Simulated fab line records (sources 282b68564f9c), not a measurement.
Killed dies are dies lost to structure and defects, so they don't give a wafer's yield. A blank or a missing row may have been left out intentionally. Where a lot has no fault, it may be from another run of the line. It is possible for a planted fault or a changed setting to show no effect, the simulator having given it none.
A lot that was struck, set against a sound lot + flow rit cmos + 18 out of 202 route steps
Sound: the wafers L360.2, L360.5, L360.6. Wafers L356.1, L356.2, L356.6 were the ones struck. The cause comes at the end.
Per side, at each step with rows, come the tool, then ch with its chambers, and then its first start. Under that, the readings that differ: sound wafers + struck wafers + difference of the means + sigmas: that difference in standard deviations of wafers without a fault.
alike: a reading whose means differ by less than 2 such deviations, as well as words and numbers matching on both sides. not compared: withheld readings; readings where some wafer has no value; bounds like >300 that might hide an equal value; numbers whose values overlap and for which the record gives no deviation.
A row with sigmas, a row that says differs or no value, or rows on one side alone: a step with any of these is where the two part. Numbers that have no deviation but don't overlap get no sigmas and don't part them. Lack of a reading on every wafer of one side parts them only where that side has two or more wafers.

first, 1 step without rows for these wafers: RIT_GATE_HARDBAKE_18 (time 60 s).
RIT_GATE_ETCH_19: etches poly-Si in SF6/CHF3/O2, stops on SiO2, time 165 s, target depth 312.5 nm.
  sound on rie si-01 ch 0,3, day 5 07:37; struck on rie si-01 ch 0,1, day 4 11:35
  alike: chamber pressure mTorr, drypump motor current A, oes product au, throttle valve pct
  not compared: rf hours counter h
RIT_GATE_STRIP_20: strips in O2, time 180 s.
  sound on plasma asher-01 ch 0,1, day 5 07:43; struck on plasma asher-04 ch 0,1, day 4 11:41
  alike: chamber pressure mTorr, drypump motor current A, rf refl power W
  not compared: rf hours counter h
RIT_GATE_CD_MEAS_90: target cd 150 nm.
  sound on cd sem-01 at day 5 07:55; struck on cd sem-02 at day 4 11:52
  alike: cd nm
then, 4 steps without rows for these wafers: RIT_REOX_CLEAN_00 (cleans in SC1, time 600 s); RIT_REOX_CLEAN_01 (cleans in dHF, time 30 s); RIT_REOX_CLEAN_02 (cleans in SC2, time 600 s); RIT_REOX_OXIDATION_03 (target thk 25.2 nm, ox time 5580 s).
RIT_REOX_THK_MEAS_04:
  sound on film metro-01 at day 5 10:57; struck on film metro-02 at day 4 15:25
  alike: REOX_OXIDE_THK
then, 3 steps without rows for these wafers: RIT_NLDD_HMDS_00 (prime time 60 s); RIT_NLDD_COAT_01 (resist thk 1000 nm); RIT_NLDD_SOFTBAKE_02 (time 60 s).
RIT_NLDD_EXPOSE_03: exposes mask M7, target cd 40700 nm.
  sound on iline stepper-02 ch 0, day 5 11:28; struck on iline stepper-01 ch 0, day 4 15:56
| reading                      | sound                | struck               | difference | sigmas |
|------------------------------|----------------------|----------------------|------------|--------|
| model.NLDD.overlay x nm (nm) | 0.4619 0.4619 0.4619 | -300.8 -300.8 -300.8 | -301.3     |        |
  alike: mask
then, 2 steps without rows for these wafers: RIT_NLDD_PEB_04; RIT_NLDD_DEVELOP_05 (develop time 50 s).
RIT_NLDD_OVL_MEAS_06:
  sound on overlay-01 at day 5 11:52; struck on overlay-02 at day 4 16:20
| reading       | sound         | struck               | difference | sigmas      |
|---------------|---------------|----------------------|------------|-------------|
| NLDD_OVL (nm) | -0.9 -0.3 0.4 | -301.0 -301.2 -301.0 | -300.8     | -99 or more |
then, 1 step without rows for these wafers: RIT_NLDD_HARDBAKE_07 (time 60 s).
RIT_M1_PROBE_99:
  sound on prober-01 at day 6 03:43; struck on prober-01 at day 5 09:28
| reading                        | sound             | struck            | difference | sigmas |
|--------------------------------|-------------------|-------------------|------------|--------|
| model.etest.nldd.width nm (nm) | 3178 3174 3178    | 2936 2948 2953    | -231       |        |
| model.etest.nldd.line ohm um   | 120.9 120.7 122.5 | 145.1 141.6 142.7 | +21.8      |        |
  alike: killed at contacts, killed at front end, killed dies, killed open, killed short

## WHERE THEY PART
Within this record, at RIT_NLDD_OVL_MEAS_06 only. Later steps at which nothing parts them and some readings are alike: RIT_M1_PROBE_99.

WHY: what the simulator had put in
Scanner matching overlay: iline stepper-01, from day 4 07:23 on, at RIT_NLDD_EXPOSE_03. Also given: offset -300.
